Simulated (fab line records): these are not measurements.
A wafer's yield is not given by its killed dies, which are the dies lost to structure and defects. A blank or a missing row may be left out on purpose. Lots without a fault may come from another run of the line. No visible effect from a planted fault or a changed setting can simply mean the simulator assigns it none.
Struck lot and sound lot, side by side | flow rit cmos | 18 out of 202 route steps
Sound: these wafers, L889.2, L889.4, L889.6. The struck wafers were L897.1, L897.2. At the end, the cause is stated.
At each step with rows: each side's tool, then ch and its chambers, then its first start. Under that, the readings that differ: sound wafers | struck wafers | difference of the means | sigmas: that difference in standard deviations of wafers without a fault.
alike: same words and numbers on both sides, and readings whose means sit less than 2 such deviations apart. not compared: any withheld reading, any reading some wafer has no value for, any bound like >300 that may hide the same value, and any number with overlapping values for which the record gives no deviation.
Wherever a step has rows on one side only, a row that says differs or no value, or a row with sigmas, the two part there. Numbers that have no deviation but don't overlap get no sigmas and don't part them. A reading that every wafer of one side lacks parts them only if that side has two wafers or more.

RIT_M1_SPUTTER_00: material Al, target thk 400 nm, time 500 s.
  sound: pvd sputter-01 at day 5 16:54; struck: pvd sputter-01 at day 7 07:24
  alike: throttle valve pct
RIT_M1_RS_MEAS_01: uses a four-point probe to measure.
  sound: film metro-02 at day 5 17:13; struck: film metro-02 at day 7 07:42
  alike: M1_AL_RS
RIT_M1_THK_MEAS_02: measures by xrf.
  sound: film metro-02 at day 5 17:19; struck: film metro-02 at day 7 07:49
  alike: M1_AL_THK
then, 6 steps without rows for these wafers: RIT_M1_HMDS_03 (prime time 60 s); RIT_M1_COAT_04 (resist thk 1300 nm); RIT_M1_SOFTBAKE_05 (time 60 s); RIT_M1_EXPOSE_06 (exposes mask M12, target cd 2600 nm); RIT_M1_PEB_07; RIT_M1_DEVELOP_08 (develop time 65.48 s).
RIT_M1_CD_MEAS_09 targets a cd of 2600 nm.
  sound: cd sem-01 at day 5 18:24; struck: cd sem-01 at day 7 08:53
  alike: cd nm
RIT_M1_OVL_MEAS_10:
  sound: overlay-02 at day 5 18:30; struck: overlay-01 at day 7 09:00
  alike: M1_OVL
then, 1 step without rows for these wafers: RIT_M1_HARDBAKE_11 (time 120 s).
RIT_M1_METAL_ETCH_12: etches Al in Cl2/BCl3, stops on SiO2, time 165 s, target depth 600 nm.
  sound on rie metal-02 ch 0,1, day 5 18:47; struck on rie metal-04 ch 0,1, day 7 09:17
  no value came back on the struck wafers for any of 5 readings (bcl3 flow sccm (sccm), chamber pressure mTorr (mTorr) and others); on the sound wafers bcl3 flow sccm (sccm) reads 50.11 50.07 49.78
  reading                                  | sound             | struck      | difference | sigmas
  model.NOVOLAK_of_M1_COAT_04.thk nm (nm)  | 813.4 808.2 815.7 | 1133 1135   | +322       |
  model.SiO2_of_CONTACT_CVD_00.thk nm (nm) | 356.1 368.4 367.1 | 385.3 392.7 | +25.1      |
  not compared: rf hours counter h
then, 1 step without rows for these wafers: RIT_M1_STRIP_13 (strips in nmp, time 600 s).
RIT_M1_STRIP_14: strips in O2, time 180 s.
  sound on plasma asher-01 ch 1, day 5 19:07; struck on plasma asher-02 ch 0,1, day 7 09:38
  alike: drypump motor current A, rf refl power W
  not compared: rf hours counter h
RIT_M1_CD_MEAS_90 targets a cd of 2600 nm.
  sound: cd sem-02 at day 5 19:19; struck: cd sem-02 at day 7 09:48
  reading    | sound          | struck | difference                    | sigmas
  cd nm (nm) | 2598 2598 2598 | - -    | no value on the struck wafers |
then, 1 step without rows for these wafers: RIT_M1_ANNEAL_15 (time 1800 s).
RIT_M1_PROBE_99:
  sound: prober-02 at day 5 21:05; struck: prober-02 at day 7 11:32
  reading                  | sound          | struck    | difference | sigmas
  defect limited yield (%) | 98.9 98.9 97.3 | 0 0       | -98        | -82
  killed_at_M0_to_M3       | 0 0 0          | 258 255   | +256       | +99 or more
  killed dies              | 3 3 7          | 264 264   | +260       | +84
  killed on rim            | 2 0 1          | 70 70     | +69        | +49
  sort_bin_5_function (%)  | 0.8 0.4 1.1    | 98.9 98.1 | +97.7      | +99 or more
  sort n pass              | 261 261 257    | 0 0       | -260       | -84
  sort yield pct (%)       | 98.9 98.9 97.3 | 0 0       | -98        | -82
  alike: killed at front end, killed open, killed short, sort_bin_3_pad_short, sort_bin_6_memory

== WHERE THEY PART ==
At RIT_M1_METAL_ETCH_12 first; at RIT_M1_PROBE_99 last (within this record only).

WHY: what the simulator had put in
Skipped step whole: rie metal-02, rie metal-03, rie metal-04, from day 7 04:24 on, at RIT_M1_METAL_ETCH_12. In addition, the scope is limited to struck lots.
